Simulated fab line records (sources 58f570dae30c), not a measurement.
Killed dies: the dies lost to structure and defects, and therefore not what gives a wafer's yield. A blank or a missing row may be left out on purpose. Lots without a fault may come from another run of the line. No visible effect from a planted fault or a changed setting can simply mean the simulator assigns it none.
Which tool is to blame?    flow berkeley_cmos170    6 lots (18 wafers sampled), 1 step of a 331-step route

== WHAT THE GAUGES READ, wafer by wafer ==
UCB170_NSD_TW_MEAS_10.
lot   measured      on             NSD_TW
L366  day 6 21:32   film_metro-03  4206 4185 4181
L368  day 7 07:19   film_metro-03  4127 4158 4124
L378  day 9 13:01   film_metro-03  4148 4189 4173
L383  day 10 09:23  film_metro-02  4167 4152 4156
L385  day 11 07:02  film_metro-01  4206 4219 4200
L387  day 11 17:19  film_metro-02  4128 4150 4169

== WHICH TOOL RAN EACH LOT (tool, then ch and the chambers of the sampled wafers, then the start) ==
No process step before these readings appears in the record.

== THE ANSWER, worked out from the rows above alone ==
Rule: the usual values come from the lots themselves. Put in order of their means at a reading, lots are off if they are a third of the lots or fewer, leave a main group of 4 or more, and stand apart from it by a gap of 3 or more times the standard deviation of the main group's means; of several such gaps the widest counts. The tables above print the reading to a certain number of digits; a main group whose means all agree to those digits is not used. Also off: a lot with no number at a reading for which 4 or more lots have one. Any other lot the step has rows for is counted as sound.
None of the lots is off at any reading shown; this tells nothing.

== WHAT THE SIMULATOR PUT IN ==
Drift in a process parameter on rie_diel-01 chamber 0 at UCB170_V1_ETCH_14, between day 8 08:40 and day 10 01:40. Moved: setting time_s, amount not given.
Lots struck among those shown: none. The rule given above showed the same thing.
